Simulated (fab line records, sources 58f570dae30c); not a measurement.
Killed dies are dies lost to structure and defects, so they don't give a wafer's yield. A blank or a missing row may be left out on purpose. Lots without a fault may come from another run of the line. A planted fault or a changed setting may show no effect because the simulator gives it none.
Chamber matching | flow berkeley_cmos170 | UCB170_GATE_ETCH_14 on rie_diel-03: 4 sister chambers
The step etches BARC in N2/H2. 14 wafers are shown with their chamber, then 7 later ones without.

WAFERS WITH THEIR CHAMBER
wafer  | chamber | throttle_valve_pct (%) | drypump_motor_current_A (A) | oes_product_au (a.u.)
L665.1 | 1       | 12.95                  | 5.3                         | 0.986
L665.3 | 0       | 13.31                  | 5.9                         | 1.027
L665.5 | 0       | 13.30                  | 5.9                         | 1.027
L668.1 | 1       | 12.94                  | 5.3                         | 0.991
L668.4 | 3       | 13.68                  | 5.0                         | 0.985
L668.6 | 2       | 12.89                  | 6.0                         | 1.027
L669.1 | 2       | 12.89                  | 6.0                         | 1.025
L669.2 | 3       | 13.67                  | 5.1                         | 0.984
L669.6 | 3       | 13.68                  | 5.1                         | 0.979
L678.3 | 1       | 12.95                  | 5.3                         | 0.994
L678.4 | 1       | 12.95                  | 5.3                         | 0.999
L678.5 | 3       | 13.67                  | 5.0                         | 0.976
L680.2 | 1       | 12.94                  | 5.3                         | 0.990
L680.4 | 3       | 13.68                  | 5.0                         | 0.982

SIGNATURES (means of the wafers above)
reading                 | chamber 0 | chamber 1 | chamber 2 | chamber 3 | scatter within a chamber
throttle_valve_pct      | 13.3050   | 12.9460   | 12.8900   | 13.6760   | 0.00539
drypump_motor_current_A | 5.900     | 5.300     | 6.000     | 5.040     | 0.0346
oes_product_au          | 1.02700   | 0.99200   | 1.02600   | 0.98120   | 0.00388
Rule: a wafer's distance from a chamber is the root of the sum, over the readings, of the square of ((its reading less the chamber's mean) divided by the reading's scatter). The wafer belongs to the nearest chamber; if the next one is less than 2 further off, it can't be placed. The scatter: the root of (the sum of the squares of (reading less its chamber's mean) over the shown wafers, divided by (wafers less chambers)).

WAFERS WITHOUT THEIR CHAMBER
wafer  | throttle_valve_pct (%) | drypump_motor_current_A (A) | oes_product_au (a.u.)
L680.6 | 13.31                  | 6.0                         | 1.033
L684.1 | 12.96                  | 5.3                         | 0.994
L684.4 | 12.88                  | 6.0                         | 1.022
L684.6 | 12.95                  | 5.3                         | 0.992
L683.2 | 13.31                  | 5.9                         | 1.023
L683.3 | 12.95                  | 5.3                         | 0.988
L683.6 | 12.89                  | 6.0                         | 1.018

WHICH CHAMBER EACH WENT THROUGH
wafer  | from the rows above | in truth
L680.6 | 0                   | 0
L684.1 | 1                   | 1
L684.4 | 2                   | 2
L684.6 | 1                   | 1
L683.2 | 0                   | 0
L683.3 | 1                   | 1
L683.6 | 2                   | 2
Placed correctly: 7 of 7. Can't be placed from these rows: 0. Placed wrongly: 0.
